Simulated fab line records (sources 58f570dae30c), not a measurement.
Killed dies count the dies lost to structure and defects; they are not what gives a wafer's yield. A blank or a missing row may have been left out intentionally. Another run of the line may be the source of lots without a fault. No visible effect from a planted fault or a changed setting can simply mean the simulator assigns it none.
Chamber matching + flow berkeleyCmos170 + UCB170_CONTACT_ETCH_17 on rieDiel-03 has 4 sister chambers
The step etches BARC in N2/H2. 14 wafers are shown with their chamber, then 7 later ones without.

## WAFERS WITH THEIR CHAMBER
| wafer  | chamber | throttleValvePct (%) | drypumpMotorCurrentA (A) | oesProductAu (a.u.) |
|--------|---------|----------------------|--------------------------|---------------------|
| L372.2 | 1       | 13.54                | 6.0                      | 1.000               |
| L372.3 | 3       | 13.08                | 5.6                      | 0.996               |
| L372.4 | 3       | 13.08                | 5.5                      | 1.003               |
| L373.2 | 3       | 13.07                | 5.6                      | 0.996               |
| L373.5 | 3       | 13.08                | 5.5                      | 0.993               |
| L373.6 | 2       | 12.85                | 5.6                      | 1.025               |
| L375.1 | 1       | 13.57                | 5.9                      | 0.997               |
| L375.2 | 3       | 13.08                | 5.6                      | 1.003               |
| L375.6 | 1       | 13.54                | 6.0                      | 0.999               |
| L385.3 | 3       | 13.07                | 5.5                      | 1.005               |
| L385.5 | 1       | 13.55                | 5.9                      | 1.006               |
| L385.6 | 3       | 13.09                | 5.6                      | 1.001               |
| L390.2 | 0       | 13.30                | 5.9                      | 0.996               |
| L390.4 | 1       | 13.54                | 6.0                      | 0.995               |

SIGNATURES (averages over the wafers above)
| reading              | chamber 0 | chamber 1 | chamber 2 | chamber 3 | scatter within a chamber |
|----------------------|-----------|-----------|-----------|-----------|--------------------------|
| throttleValvePct     | 13.3000   | 13.5480   | 12.8500   | 13.0786   | 0.00983                  |
| drypumpMotorCurrentA | 5.900     | 5.960     | 5.600     | 5.557     | 0.054                    |
| oesProductAu         | 0.99600   | 0.99940   | 1.02500   | 0.99957   | 0.00439                  |
Rule: a wafer lies at a distance from a chamber equal to the root of the sum of squares, over the readings, of (its reading less the chamber's mean, divided by the reading's scatter). If the next closest chamber is less than 2 further off than the closest, the wafer can't be placed; otherwise it belongs to the closest. The scatter: take each reading less its chamber's mean, square it, sum over the shown wafers, divide by the number of wafers less the number of chambers, and take the root.

## WAFERS WHOSE CHAMBER IS MISSING
| wafer  | throttleValvePct (%) | drypumpMotorCurrentA (A) | oesProductAu (a.u.) |
|--------|----------------------|--------------------------|---------------------|
| L390.5 | 13.11                | 5.6                      | 1.003               |
| L388.2 | 13.09                | 5.6                      | 1.001               |
| L388.3 | 12.84                | 5.6                      | 1.038               |
| L388.5 | 12.85                | 5.6                      | 1.029               |
| L393.1 | 13.55                | 5.9                      | 1.004               |
| L393.3 | 12.87                | 5.6                      | 1.021               |
| L393.4 | 13.31                | 6.0                      | 1.000               |

## CHAMBER TAKEN BY EACH
| wafer  | from the rows above | in truth |
|--------|---------------------|----------|
| L390.5 | 3                   | 3        |
| L388.2 | 3                   | 3        |
| L388.3 | 2                   | 2        |
| L388.5 | 2                   | 2        |
| L393.1 | 1                   | 1        |
| L393.3 | 2                   | 2        |
| L393.4 | 0                   | 0        |
Correct placement for 7 of the 7. Can't be placed from these rows: 0. Wrongly placed: 0.
